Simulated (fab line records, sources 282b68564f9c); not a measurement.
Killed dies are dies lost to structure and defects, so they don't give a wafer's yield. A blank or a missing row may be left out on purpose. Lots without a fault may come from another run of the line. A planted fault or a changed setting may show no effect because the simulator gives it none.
Which tool did it? | flow rit_cmos | 10 lots, 30 wafers sampled, at 2 steps of a route of 202

WHAT THE GAUGES READ, wafer by wafer
RIT_SPACER_THK_MEAS_04.
lot  | measured    | on            | SPACER_NITRIDE_THK (nm)
L734 | day 2 21:32 | film_metro-01 | 250.8 249.4 250.1
L735 | day 3 03:27 | film_metro-02 | 251.0 251.8 250.2
L743 | day 4 20:04 | film_metro-02 | 246.5 247.6 248.1
L744 | day 5 00:05 | film_metro-04 | 420.0 421.0 419.3
L746 | day 5 08:45 | film_metro-04 | 247.3 246.5 248.5
L747 | day 5 16:02 | film_metro-01 | 249.7 251.1 247.5
L748 | day 5 19:37 | film_metro-02 | 249.5 247.0 250.4
L749 | day 6 00:27 | film_metro-01 | 249.1 249.1 248.7
L755 | day 7 06:51 | film_metro-04 | 251.2 252.5 249.4
L756 | day 7 17:23 | film_metro-04 | 249.5 247.9 249.5

WHICH TOOL RAN EACH LOT (tool, then ch and the chambers of the sampled wafers, then the start)
lot  | RIT_SPACER_CVD_03
L734 | lpcvd-01 ch 0, day 2 19:37
L735 | lpcvd-02 ch 0, day 3 01:32
L743 | lpcvd-02 ch 1, day 4 18:08
L744 | lpcvd-01 ch 0, day 4 22:11
L746 | lpcvd-02 ch 0, day 5 06:50
L747 | lpcvd-02 ch 0, day 5 14:07
L748 | lpcvd-02 ch 1, day 5 17:41
L749 | lpcvd-01 ch 1, day 5 22:32
L755 | lpcvd-02 ch 1, day 7 04:56
L756 | lpcvd-02 ch 0, day 7 15:28
- RIT_SPACER_CVD_03: deposits Si3N4 from SiH2Cl2/NH3, target thk 250 nm, time 3300 s.

THE ANSWER, worked out from the rows above alone
Rule: what is usual is taken from the lots themselves. Put in order of their means at a reading, lots are off if they are a third of the lots or fewer, leave a main group of 4 or more, and stand apart from it by a gap of 3 or more times the standard deviation of the main group's means; of several such gaps the widest counts. A main group whose means are all the same, to the digits that the tables above print for the reading, isn't used. A lot without any number at a reading at which 4 lots or more have one is off too. The other lots that the step has rows for count as sound.
Off: L744, at RIT_SPACER_THK_MEAS_04 (SPACER_NITRIDE_THK). The main group: mean 249.3 nm, standard deviation 1.2.
A tool fits if, at a process step before that reading, it ran every lot that is off, and no sound lot after the first of them. The gauges at RIT_SPACER_THK_MEAS_04 are tried like those tools. None of those tried fits.

WHAT THE SIMULATOR HAD PUT IN
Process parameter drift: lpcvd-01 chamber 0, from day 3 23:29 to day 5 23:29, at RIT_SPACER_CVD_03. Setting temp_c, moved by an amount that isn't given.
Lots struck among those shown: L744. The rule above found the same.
